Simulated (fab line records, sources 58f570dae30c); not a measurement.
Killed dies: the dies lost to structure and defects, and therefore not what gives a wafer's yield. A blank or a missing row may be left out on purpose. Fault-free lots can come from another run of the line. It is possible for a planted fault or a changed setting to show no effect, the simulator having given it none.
Which of the tools did it?	flow berkeley-cmos170	7 lots, 21 wafers sampled, at 4 steps of a route of 331

== WHAT EACH GAUGE READ, for each wafer ==
UCB170_NSD_TW_MEAS_10.
lot	measured	on	NSD_TW
L727	day 7 16:16	film-metro-04	4249 4240 4209
L725	day 7 17:57	film-metro-03	4183 4184 4163
L729	day 8 20:19	film-metro-04	4208 4212 4212
L732	day 9 05:08	film-metro-04	4256 4218 4224
L734	day 10 05:43	film-metro-03	4125 4134 4126
L737	day 10 05:53	film-metro-04	4463 4492 4464
L741	day 11 05:59	film-metro-03	4164 4157 4136

== WHAT TOOL EACH LOT RAN ON (gives the tool, then ch and the chambers of the sampled wafers, and finally the start) ==
lot	UCB170_ACTIVE_STRIP_16	UCB170_NSD_IMPLANT_08	UCB170_NSD_STRIP_09
L727	plasma-asher-03 ch 0,1, day 5 04:22	implanter-04 ch 0, day 7 16:02	plasma-asher-01 ch 0,1, day 7 16:11
L725	plasma-asher-03 ch 0,1, day 5 04:52	implanter-03 ch 0, day 7 17:43	plasma-asher-03 ch 0,1, day 7 17:50
L729	plasma-asher-03 ch 0,1, day 6 01:44	implanter-04 ch 0, day 8 20:05	plasma-asher-01 ch 0,1, day 8 20:13
L732	plasma-asher-03 ch 0,1, day 6 10:42	implanter-02 ch 0, day 9 04:55	plasma-asher-03 ch 0,1, day 9 05:02
L734	plasma-asher-03 ch 0,1, day 7 04:16	implanter-02 ch 0, day 10 05:28	plasma-asher-03 ch 0,1, day 10 05:37
L737	plasma-asher-04 ch 0,1, day 7 08:34	implanter-03 ch 0, day 10 05:39	plasma-asher-04 ch 0,1, day 10 05:46
L741	plasma-asher-01 ch 1, day 8 07:49	implanter-04 ch 0, day 11 05:44	plasma-asher-04 ch 1, day 11 05:53
- UCB170_ACTIVE_STRIP_16: strips in O2.
- UCB170_NSD_IMPLANT_08
- UCB170_NSD_STRIP_09: strips in O2.

== THE ANSWER, worked out from the rows above alone ==
Rule: usual is defined by the lots themselves. The widest of any qualifying gaps counts: lots, ordered by their means at a reading, are off when they make up no more than a third of the lots, leave a main group of 4 or more, and stand apart from it by 3 or more times the standard deviation of that group's means. If all means in a main group match to the digits the tables above print for the reading, that group is not used. Also off: a lot with no number at a reading for which 4 or more lots have one. Where the step has rows for the other lots, those lots are counted as sound.
Off: at UCB170_NSD_TW_MEAS_10 (NSD_TW), L737. Mean 4189 and standard deviation 40 in the main group.
If a tool, at a process step before that reading, ran all the lots that are off and no sound lot after the first of them, it fits. Those tools and the gauges at UCB170_NSD_TW_MEAS_10 are tried in the same way. Can't be told from this: 3 tools fit, plasma-asher-04 at UCB170_ACTIVE_STRIP_16, implanter-03 at UCB170_NSD_IMPLANT_08, film-metro-04 at UCB170_NSD_TW_MEAS_10.

== WHAT THE SIMULATOR HAD INSERTED ==
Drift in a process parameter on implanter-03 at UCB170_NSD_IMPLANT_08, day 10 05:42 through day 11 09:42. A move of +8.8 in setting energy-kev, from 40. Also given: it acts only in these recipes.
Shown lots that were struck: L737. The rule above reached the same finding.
